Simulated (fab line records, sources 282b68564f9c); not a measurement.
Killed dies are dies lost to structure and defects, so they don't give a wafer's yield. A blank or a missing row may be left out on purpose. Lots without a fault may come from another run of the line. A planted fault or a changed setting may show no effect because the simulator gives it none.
Tool commonality check | flow rit_cmos | 14 lots, 42 wafers sampled

WHY IT WAS OPENED
At RIT_PWELL_TW_MEAS_10 the reading PWELL_TW is flagged on 2 of 14 lots. Wafers without a fault read 949, standard deviation 6.5.
Rule: a lot is flagged when every wafer of it that has a number lies more than 4 standard deviations from that mean, or none has a number. The other lots count as sound.

lot  | measured    | on            | PWELL_TW, wafer by wafer | flag
L331 | day 2 06:46 | film_metro-04 | 965 958 956              |
L332 | day 2 12:14 | film_metro-01 | 940 943 943              |
L333 | day 2 20:35 | film_metro-01 | 939 942 937              |
L334 | day 3 02:18 | film_metro-03 | 953 944 948              |
L335 | day 3 07:18 | film_metro-04 | 954 955 959              |
L336 | day 3 10:45 | film_metro-01 | 939 939 934              |
L338 | day 3 18:21 | film_metro-01 | 936 943 937              |
L339 | day 3 22:01 | film_metro-03 | 1996 2007 2004           | FLAGGED
L340 | day 4 10:02 | film_metro-04 | 2025 2025 2027           | FLAGGED
L341 | day 4 12:43 | film_metro-04 | 954 947 954              |
L349 | day 5 23:32 | film_metro-01 | 949 941 938              |
L350 | day 6 03:40 | film_metro-04 | 948 950 950              |
L351 | day 6 09:05 | film_metro-04 | 944 947 950              |
L353 | day 6 21:27 | film_metro-04 | 953 951 952              |
The numbers of the flagged lots are 2014 on average: +1065 against the usual, or +99 or more standard deviations.

WHICH TOOL RAN EACH LOT
The record holds 1 process step before the reading, out of a route of 202 steps. In each cell: the tool, then ch and the chambers that the sampled wafers went through, then the start.
lot  | flag    | RIT_NWELL_COAT_01
L331 |         | litho_track-02 ch 0, day 2 03:37
L332 |         | litho_track-01 ch 0, day 2 09:13
L333 |         | litho_track-03 ch 0, day 2 17:28
L334 |         | litho_track-02 ch 0, day 2 23:10
L335 |         | litho_track-03 ch 0, day 3 04:11
L336 |         | litho_track-02 ch 0, day 3 07:45
L338 |         | litho_track-02 ch 0, day 3 15:21
L339 | FLAGGED | litho_track-02 ch 0, day 3 18:54
L340 | FLAGGED | litho_track-02 ch 0, day 4 06:55
L341 |         | litho_track-01 ch 0, day 4 09:42
L349 |         | litho_track-01 ch 0, day 5 20:05
L350 |         | litho_track-01 ch 0, day 6 00:41
L351 |         | litho_track-03 ch 0, day 6 05:52
L353 |         | litho_track-02 ch 0, day 6 18:20
What these steps do:
- RIT_NWELL_COAT_01: resist thk 1300 nm.
- RIT_PWELL_TW_MEAS_10

FLAGGED OVER TOTAL, TOOL BY TOOL (the gauges that took the reading come last)
step                 | tool           | lots run | flagged | share of the flagged lots | sound lots run after its first flagged lot
RIT_NWELL_COAT_01    | litho_track-01 | 4        | 0       | none                      | -
RIT_NWELL_COAT_01    | litho_track-02 | 7        | 2       | all                       | 1 (L353)
RIT_NWELL_COAT_01    | litho_track-03 | 3        | 0       | none                      | -
RIT_PWELL_TW_MEAS_10 | film_metro-01  | 5        | 0       | none                      | -
RIT_PWELL_TW_MEAS_10 | film_metro-03  | 2        | 1       | some                      | 0
RIT_PWELL_TW_MEAS_10 | film_metro-04  | 7        | 1       | some                      | 4 (L341,L350,L351,L353)

WHAT THE TABLE ALLOWS
1 row of the table ran every flagged lot: litho_track-02 at RIT_NWELL_COAT_01.
- litho_track-02 at RIT_NWELL_COAT_01: 2 of its 7 lots flagged. Sound lots ran on it after the first flagged one (L353), which a lasting fault on the whole tool wouldn't allow.
No row of the table ran every flagged lot and no sound lot after the first.

WHAT THE SIMULATOR HAD PUT IN
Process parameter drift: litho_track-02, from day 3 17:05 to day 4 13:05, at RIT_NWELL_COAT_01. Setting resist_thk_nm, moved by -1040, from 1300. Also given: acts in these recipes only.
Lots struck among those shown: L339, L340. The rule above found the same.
